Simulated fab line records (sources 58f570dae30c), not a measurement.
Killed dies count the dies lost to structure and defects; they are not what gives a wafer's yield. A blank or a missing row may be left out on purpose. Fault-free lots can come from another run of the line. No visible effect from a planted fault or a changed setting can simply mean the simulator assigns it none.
Which of the tools did it? || flow berkeleyCmos170 || Sampling: 14 lots, 42 wafers, 7 of 331 route steps

== WHAT THE GAUGES SHOWED, per wafer ==
UCB170_FIELD_THK_MEAS_02.
{"lot": "L512", "measured": "day 5 00:25", "on": "filmMetro-04", "FIELD_OXIDE_THK (nm)": "562 561 566"}
{"lot": "L513", "measured": "day 5 00:22", "on": "filmMetro-01", "FIELD_OXIDE_THK (nm)": "560 569 549"}
{"lot": "L516", "measured": "day 5 12:52", "on": "filmMetro-01", "FIELD_OXIDE_THK (nm)": "567 568 572"}
{"lot": "L517", "measured": "day 5 12:52", "on": "filmMetro-03", "FIELD_OXIDE_THK (nm)": "554 559 562"}
{"lot": "L519", "measured": "day 6 03:38", "on": "filmMetro-03", "FIELD_OXIDE_THK (nm)": "573 562 578"}
{"lot": "L520", "measured": "day 6 12:17", "on": "filmMetro-03", "FIELD_OXIDE_THK (nm)": "561 569 564"}
{"lot": "L522", "measured": "day 6 20:24", "on": "filmMetro-04", "FIELD_OXIDE_THK (nm)": "553 545 559"}
{"lot": "L523", "measured": "day 7 06:00", "on": "filmMetro-03", "FIELD_OXIDE_THK (nm)": "561 561 565"}
{"lot": "L524", "measured": "day 7 06:00", "on": "filmMetro-01", "FIELD_OXIDE_THK (nm)": "572 579 576"}
{"lot": "L525", "measured": "day 7 18:21", "on": "filmMetro-01", "FIELD_OXIDE_THK (nm)": "844 843 833"}
{"lot": "L526", "measured": "day 7 21:48", "on": "filmMetro-01", "FIELD_OXIDE_THK (nm)": "865 880 859"}
{"lot": "L527", "measured": "day 7 17:07", "on": "filmMetro-03", "FIELD_OXIDE_THK (nm)": "566 569 560"}
{"lot": "L534", "measured": "day 9 14:29", "on": "filmMetro-01", "FIELD_OXIDE_THK (nm)": "546 561 560"}
{"lot": "L535", "measured": "day 9 14:29", "on": "filmMetro-04", "FIELD_OXIDE_THK (nm)": "565 561 568"}

UCB170_FIELD_THK_MEAS_90.
{"lot": "L512", "measured": "day 5 09:05", "on": "filmMetro-03", "FIELD_OXIDE_LEFT_1_THK (nm)": "446 444 449"}
{"lot": "L513", "measured": "day 5 09:05", "on": "filmMetro-04", "FIELD_OXIDE_LEFT_1_THK (nm)": "443 452 432"}
{"lot": "L516", "measured": "day 5 19:10", "on": "filmMetro-03", "FIELD_OXIDE_LEFT_1_THK (nm)": "451 452 456"}
{"lot": "L517", "measured": "day 5 19:11", "on": "filmMetro-01", "FIELD_OXIDE_LEFT_1_THK (nm)": "437 443 445"}
{"lot": "L519", "measured": "day 6 11:37", "on": "filmMetro-04", "FIELD_OXIDE_LEFT_1_THK (nm)": "456 445 461"}
{"lot": "L520", "measured": "day 6 19:57", "on": "filmMetro-04", "FIELD_OXIDE_LEFT_1_THK (nm)": "444 452 448"}
{"lot": "L522", "measured": "day 7 06:21", "on": "filmMetro-01", "FIELD_OXIDE_LEFT_1_THK (nm)": "435 425 441"}
{"lot": "L523", "measured": "day 7 12:32", "on": "filmMetro-04", "FIELD_OXIDE_LEFT_1_THK (nm)": "444 444 448"}
{"lot": "L524", "measured": "day 7 12:32", "on": "filmMetro-01", "FIELD_OXIDE_LEFT_1_THK (nm)": "456 462 459"}
{"lot": "L525", "measured": "day 8 00:56", "on": "filmMetro-03", "FIELD_OXIDE_LEFT_1_THK (nm)": "728 726 716"}
{"lot": "L526", "measured": "day 8 04:29", "on": "filmMetro-04", "FIELD_OXIDE_LEFT_1_THK (nm)": "747 762 741"}
{"lot": "L527", "measured": "day 8 00:56", "on": "filmMetro-01", "FIELD_OXIDE_LEFT_1_THK (nm)": "449 453 443"}
{"lot": "L534", "measured": "day 9 23:39", "on": "filmMetro-03", "FIELD_OXIDE_LEFT_1_THK (nm)": "429 445 444"}
{"lot": "L535", "measured": "day 9 23:39", "on": "filmMetro-01", "FIELD_OXIDE_LEFT_1_THK (nm)": "447 443 451"}

UCB170_FIELD_THK_MEAS_91.
{"lot": "L512", "measured": "day 6 00:29", "on": "filmMetro-03", "FIELD_OXIDE_LEFT_2_THK (nm)": "358 355 360"}
{"lot": "L513", "measured": "day 6 00:15", "on": "filmMetro-04", "FIELD_OXIDE_LEFT_2_THK (nm)": "355 364 344"}
{"lot": "L516", "measured": "day 6 11:57", "on": "filmMetro-01", "FIELD_OXIDE_LEFT_2_THK (nm)": "363 364 368"}
{"lot": "L517", "measured": "day 6 11:52", "on": "filmMetro-03", "FIELD_OXIDE_LEFT_2_THK (nm)": "349 354 357"}
{"lot": "L519", "measured": "day 7 08:11", "on": "filmMetro-03", "FIELD_OXIDE_LEFT_2_THK (nm)": "367 356 373"}
{"lot": "L520", "measured": "day 7 12:26", "on": "filmMetro-03", "FIELD_OXIDE_LEFT_2_THK (nm)": "356 363 360"}
{"lot": "L522", "measured": "day 7 23:08", "on": "filmMetro-03", "FIELD_OXIDE_LEFT_2_THK (nm)": "346 338 353"}
{"lot": "L523", "measured": "day 8 07:09", "on": "filmMetro-03", "FIELD_OXIDE_LEFT_2_THK (nm)": "355 355 360"}
{"lot": "L524", "measured": "day 8 06:53", "on": "filmMetro-03", "FIELD_OXIDE_LEFT_2_THK (nm)": "367 374 371"}
{"lot": "L525", "measured": "day 8 11:33", "on": "filmMetro-04", "FIELD_OXIDE_LEFT_2_THK (nm)": "639 638 629"}
{"lot": "L526", "measured": "day 8 20:30", "on": "filmMetro-03", "FIELD_OXIDE_LEFT_2_THK (nm)": "660 673 653"}
{"lot": "L527", "measured": "day 8 21:08", "on": "filmMetro-01", "FIELD_OXIDE_LEFT_2_THK (nm)": "361 365 356"}
{"lot": "L534", "measured": "day 10 14:26", "on": "filmMetro-01", "FIELD_OXIDE_LEFT_2_THK (nm)": "341 357 356"}
{"lot": "L535", "measured": "day 10 14:22", "on": "filmMetro-04", "FIELD_OXIDE_LEFT_2_THK (nm)": "359 354 362"}

UCB170_NSD_CD_MEAS_06: target cd 1200 nm.
{"lot": "L512", "measured": "day 7 08:23", "on": "cdSem-02", "cdNm (nm)": "1197.9 1198.1 1199.6"}
{"lot": "L513", "measured": "day 7 08:07", "on": "cdSem-01", "cdNm (nm)": "1198.9 1199.9 1198.0"}
{"lot": "L516", "measured": "day 7 14:22", "on": "cdSem-01", "cdNm (nm)": "1199.6 1199.7 1200.0"}
{"lot": "L517", "measured": "day 7 14:39", "on": "cdSem-02", "cdNm (nm)": "1198.1 1199.1 1200.0"}
{"lot": "L519", "measured": "day 8 09:27", "on": "cdSem-02", "cdNm (nm)": "1200.8 1199.9 1200.0"}
{"lot": "L520", "measured": "day 8 15:08", "on": "cdSem-01", "cdNm (nm)": "1201.7 1200.2 1199.9"}
{"lot": "L522", "measured": "day 9 03:18", "on": "cdSem-02", "cdNm (nm)": "1199.6 1200.3 1200.8"}
{"lot": "L523", "measured": "day 9 09:38", "on": "cdSem-01", "cdNm (nm)": "1199.0 1199.5 1199.6"}
{"lot": "L524", "measured": "day 9 09:55", "on": "cdSem-02", "cdNm (nm)": "1204.1 1202.2 1205.1"}
{"lot": "L525", "measured": "day 9 14:18", "on": "cdSem-02", "cdNm (nm)": "1202.5 1202.3 1202.3"}
{"lot": "L526", "measured": "day 10 04:45", "on": "cdSem-01", "cdNm (nm)": "1200.8 1200.4 1199.6"}
{"lot": "L527", "measured": "day 10 05:38", "on": "cdSem-02", "cdNm (nm)": "1200.3 1199.3 1198.8"}
{"lot": "L534", "measured": "day 11 16:56", "on": "cdSem-02", "cdNm (nm)": "1201.6 1200.8 1199.9"}
{"lot": "L535", "measured": "day 11 17:17", "on": "cdSem-01", "cdNm (nm)": "1200.5 1199.8 1199.5"}

UCB170_M2_CD_MEAS_15: target cd 700 nm.
{"lot": "L512", "measured": "day 8 03:35", "on": "cdSem-02", "cdNm (nm)": "702.9 703.8 703.2"}
{"lot": "L513", "measured": "day 8 05:52", "on": "cdSem-02", "cdNm (nm)": "699.7 698.2 698.4"}
{"lot": "L516", "measured": "day 8 10:54", "on": "cdSem-01", "cdNm (nm)": "700.5 698.9 699.8"}
{"lot": "L517", "measured": "day 8 11:13", "on": "cdSem-02", "cdNm (nm)": "701.2 700.8 700.8"}
{"lot": "L519", "measured": "day 9 05:08", "on": "cdSem-01", "cdNm (nm)": "701.9 700.6 700.4"}
{"lot": "L520", "measured": "day 9 11:08", "on": "cdSem-02", "cdNm (nm)": "699.8 701.5 699.7"}
{"lot": "L522", "measured": "day 10 00:25", "on": "cdSem-01", "cdNm (nm)": "700.4 701.6 701.6"}
{"lot": "L523", "measured": "day 10 06:23", "on": "cdSem-01", "cdNm (nm)": "699.9 700.5 702.0"}
{"lot": "L524", "measured": "day 10 06:11", "on": "cdSem-02", "cdNm (nm)": "698.6 698.1 700.2"}
{"lot": "L525", "measured": "day 10 13:27", "on": "cdSem-02", "cdNm (nm)": "698.4 698.0 698.0"}
{"lot": "L526", "measured": "day 11 05:05", "on": "cdSem-01", "cdNm (nm)": "699.1 698.4 697.9"}
{"lot": "L527", "measured": "day 11 05:38", "on": "cdSem-02", "cdNm (nm)": "702.0 700.9 701.5"}
{"lot": "L534", "measured": "day 12 11:49", "on": "cdSem-01", "cdNm (nm)": "702.4 701.7 702.5"}
{"lot": "L535", "measured": "day 12 14:41", "on": "cdSem-01", "cdNm (nm)": "700.4 701.0 701.0"}

== WHAT TOOL EACH LOT RAN ON (gives the tool, then ch and the chambers of the sampled wafers, and finally the start) ==
{"lot": "L512", "UCB170_FIELD_OXIDATION_01": "furnace-04 ch 0, day 4 21:20", "UCB170_SILICIDE_RTA_04": "rtpAnneal-02 ch 0, day 7 12:05"}
{"lot": "L513", "UCB170_FIELD_OXIDATION_01": "furnace-04 ch 0, day 4 21:20", "UCB170_SILICIDE_RTA_04": "rtpAnneal-02 ch 0, day 7 12:29"}
{"lot": "L516", "UCB170_FIELD_OXIDATION_01": "furnace-02 ch 0, day 5 09:50", "UCB170_SILICIDE_RTA_04": "rtpAnneal-02 ch 0, day 7 16:44"}
{"lot": "L517", "UCB170_FIELD_OXIDATION_01": "furnace-02 ch 0, day 5 09:50", "UCB170_SILICIDE_RTA_04": "rtpAnneal-01 ch 0, day 7 16:53"}
{"lot": "L519", "UCB170_FIELD_OXIDATION_01": "furnace-04 ch 0, day 6 00:38", "UCB170_SILICIDE_RTA_04": "rtpAnneal-01 ch 0, day 8 11:55"}
{"lot": "L520", "UCB170_FIELD_OXIDATION_01": "furnace-02 ch 0, day 6 09:17", "UCB170_SILICIDE_RTA_04": "rtpAnneal-01 ch 0, day 8 17:32"}
{"lot": "L522", "UCB170_FIELD_OXIDATION_01": "furnace-03 ch 0, day 6 17:24", "UCB170_SILICIDE_RTA_04": "rtpAnneal-02 ch 0, day 9 05:34"}
{"lot": "L523", "UCB170_FIELD_OXIDATION_01": "furnace-03 ch 0, day 7 03:00", "UCB170_SILICIDE_RTA_04": "rtpAnneal-02 ch 0, day 9 11:59"}
{"lot": "L524", "UCB170_FIELD_OXIDATION_01": "furnace-03 ch 0, day 7 03:00", "UCB170_SILICIDE_RTA_04": "rtpAnneal-01 ch 0, day 9 12:28"}
{"lot": "L525", "UCB170_FIELD_OXIDATION_01": "furnace-02 ch 0, day 7 10:38", "UCB170_SILICIDE_RTA_04": "rtpAnneal-01 ch 0, day 9 17:46"}
{"lot": "L526", "UCB170_FIELD_OXIDATION_01": "furnace-03 ch 0, day 7 14:07", "UCB170_SILICIDE_RTA_04": "rtpAnneal-01 ch 0, day 10 07:21"}
{"lot": "L527", "UCB170_FIELD_OXIDATION_01": "furnace-03 ch 0, day 7 14:07", "UCB170_SILICIDE_RTA_04": "rtpAnneal-02 ch 0, day 10 07:53"}
{"lot": "L534", "UCB170_FIELD_OXIDATION_01": "furnace-04 ch 0, day 9 11:29", "UCB170_SILICIDE_RTA_04": "rtpAnneal-01 ch 0, day 11 19:32"}
{"lot": "L535", "UCB170_FIELD_OXIDATION_01": "furnace-04 ch 0, day 9 11:29", "UCB170_SILICIDE_RTA_04": "rtpAnneal-02 ch 0, day 11 19:52"}
- UCB170_FIELD_OXIDATION_01: target thk 558.3 nm, ox time 7200 s.
- UCB170_SILICIDE_RTA_04: time 15 s.

== WHAT THE TOOLS THEMSELVES READ (means of the sampled wafers that have a number; where no wafer has one, the mark that the record gives instead) ==
UCB170_FIELD_OXIDATION_01.
{"lot": "L512", "tool": "furnace-04", "oxTempCMax": 1004.1, "spikeTcCentreC (C)": 1002.5, "tube_center_temp_C_max": 1002.5, "zonePowerCentrePct (%)": 48.8, "zonePowerLoadPct (%)": 26, "zonePowerSourcePct (%)": 37.6}
{"lot": "L513", "tool": "furnace-04", "oxTempCMax": 1004.0, "spikeTcCentreC (C)": 1003.6, "tube_center_temp_C_max": 1002.6, "zonePowerCentrePct (%)": 49.1, "zonePowerLoadPct (%)": 26, "zonePowerSourcePct (%)": 38.1}
{"lot": "L516", "tool": "furnace-02", "oxTempCMax": 1003.7, "spikeTcCentreC (C)": 1002.9, "tube_center_temp_C_max": 1002.8, "zonePowerCentrePct (%)": 44.9, "zonePowerLoadPct (%)": 36, "zonePowerSourcePct (%)": 35.1}
{"lot": "L517", "tool": "furnace-02", "oxTempCMax": 1004.3, "spikeTcCentreC (C)": 1002.1, "tube_center_temp_C_max": 1002.3, "zonePowerCentrePct (%)": 44.5, "zonePowerLoadPct (%)": 36, "zonePowerSourcePct (%)": 35.0}
{"lot": "L519", "tool": "furnace-04", "oxTempCMax": 1004.0, "spikeTcCentreC (C)": 1002.8, "tube_center_temp_C_max": 1003.0, "zonePowerCentrePct (%)": 49.0, "zonePowerLoadPct (%)": 26, "zonePowerSourcePct (%)": 38.0}
{"lot": "L520", "tool": "furnace-02", "oxTempCMax": 1003.7, "spikeTcCentreC (C)": 1000.8, "tube_center_temp_C_max": 1002.9, "zonePowerCentrePct (%)": 44.8, "zonePowerLoadPct (%)": 35, "zonePowerSourcePct (%)": 35.1}
{"lot": "L522", "tool": "furnace-03", "oxTempCMax": 1003.8, "spikeTcCentreC (C)": 1002.3, "tube_center_temp_C_max": 1001.9, "zonePowerCentrePct (%)": 49.3, "zonePowerLoadPct (%)": 32, "zonePowerSourcePct (%)": 39.3}
{"lot": "L523", "tool": "furnace-03", "oxTempCMax": 1003.9, "spikeTcCentreC (C)": 1001.5, "tube_center_temp_C_max": 1002.6, "zonePowerCentrePct (%)": 49.3, "zonePowerLoadPct (%)": 32, "zonePowerSourcePct (%)": 40.2}
{"lot": "L524", "tool": "furnace-03", "oxTempCMax": 1003.2, "spikeTcCentreC (C)": 1003.0, "tube_center_temp_C_max": 1002.6, "zonePowerCentrePct (%)": 48.6, "zonePowerLoadPct (%)": 33, "zonePowerSourcePct (%)": 40.2}
{"lot": "L525", "tool": "furnace-02", "oxTempCMax": 1003.9, "spikeTcCentreC (C)": 1002.5, "tube_center_temp_C_max": 1002.5, "zonePowerCentrePct (%)": 44.4, "zonePowerLoadPct (%)": 36, "zonePowerSourcePct (%)": 35.2}
{"lot": "L526", "tool": "furnace-03", "oxTempCMax": 1004.3, "spikeTcCentreC (C)": 1002.9, "tube_center_temp_C_max": 1002.5, "zonePowerCentrePct (%)": 49.1, "zonePowerLoadPct (%)": 32, "zonePowerSourcePct (%)": 40.0}
{"lot": "L527", "tool": "furnace-03", "oxTempCMax": 1004.1, "spikeTcCentreC (C)": 1002.9, "tube_center_temp_C_max": 1002.1, "zonePowerCentrePct (%)": 49.1, "zonePowerLoadPct (%)": 32, "zonePowerSourcePct (%)": 39.5}
{"lot": "L534", "tool": "furnace-04", "oxTempCMax": 1003.5, "spikeTcCentreC (C)": 1002.8, "tube_center_temp_C_max": 1002.7, "zonePowerCentrePct (%)": 48.5, "zonePowerLoadPct (%)": 26, "zonePowerSourcePct (%)": 37.8}
{"lot": "L535", "tool": "furnace-04", "oxTempCMax": 1003.8, "spikeTcCentreC (C)": 1003.2, "tube_center_temp_C_max": 1002.3, "zonePowerCentrePct (%)": 48.3, "zonePowerLoadPct (%)": 26, "zonePowerSourcePct (%)": 37.5}

UCB170_SILICIDE_RTA_04.
{"lot": "L512", "tool": "rtpAnneal-02", "lampPowerPct (%)": 8.7, "wafer_temp_C_max": 653.4}
{"lot": "L513", "tool": "rtpAnneal-02", "lampPowerPct (%)": 8.7, "wafer_temp_C_max": 653.3}
{"lot": "L516", "tool": "rtpAnneal-02", "lampPowerPct (%)": 8.7, "wafer_temp_C_max": 652.4}
{"lot": "L517", "tool": "rtpAnneal-01", "lampPowerPct (%)": 11.0, "wafer_temp_C_max": 652.8}
{"lot": "L519", "tool": "rtpAnneal-01", "lampPowerPct (%)": 11.0, "wafer_temp_C_max": 652.0}
{"lot": "L520", "tool": "rtpAnneal-01", "lampPowerPct (%)": 11.0, "wafer_temp_C_max": 652.1}
{"lot": "L522", "tool": "rtpAnneal-02", "lampPowerPct (%)": 8.7, "wafer_temp_C_max": 653.0}
{"lot": "L523", "tool": "rtpAnneal-02", "lampPowerPct (%)": 8.7, "wafer_temp_C_max": 652.5}
{"lot": "L524", "tool": "rtpAnneal-01", "lampPowerPct (%)": 11.0, "wafer_temp_C_max": 652.4}
{"lot": "L525", "tool": "rtpAnneal-01", "lampPowerPct (%)": 11.0, "wafer_temp_C_max": 652.9}
{"lot": "L526", "tool": "rtpAnneal-01", "lampPowerPct (%)": 11.0, "wafer_temp_C_max": 653.3}
{"lot": "L527", "tool": "rtpAnneal-02", "lampPowerPct (%)": 8.7, "wafer_temp_C_max": 652.1}
{"lot": "L534", "tool": "rtpAnneal-01", "lampPowerPct (%)": 11.0, "wafer_temp_C_max": 652.6}
{"lot": "L535", "tool": "rtpAnneal-02", "lampPowerPct (%)": 8.7, "wafer_temp_C_max": 653.2}

== THE ANSWER, worked out from the rows above alone ==
Rule: the lots themselves supply what counts as usual. Put in order of their means at a reading, lots are off if they are a third of the lots or fewer, leave a main group of 4 or more, and stand apart from it by a gap of 3 or more times the standard deviation of the main group's means; of several such gaps the widest counts. Not used: any main group whose means are identical at the precision the tables above print for the reading. Also off: a lot with no number at a reading for which 4 or more lots have one. All remaining lots with rows at the step are treated as sound. Order of review: gauges by route order, followed by the tools' own readings, for which a lot's mean as printed above is used. The first step at which some lot is off is used, and at that step the reading that is off furthest; a lot without a number counts as furthest.
Off: L525, L526, seen at UCB170_FIELD_THK_MEAS_02 (FIELD_OXIDE_THK). The main group: mean 563 nm, standard deviation 6.3.
If a tool, at a process step before that reading, ran all the lots that are off and no sound lot after the first of them, it fits. Not tried: the gauges at UCB170_FIELD_THK_MEAS_02; whatever is off there is also off at UCB170_FIELD_THK_MEAS_90, on other tools, and gauge error can't account for it. Of those tried, none fits.

== WHAT HAD BEEN PUT IN BY THE SIMULATOR ==
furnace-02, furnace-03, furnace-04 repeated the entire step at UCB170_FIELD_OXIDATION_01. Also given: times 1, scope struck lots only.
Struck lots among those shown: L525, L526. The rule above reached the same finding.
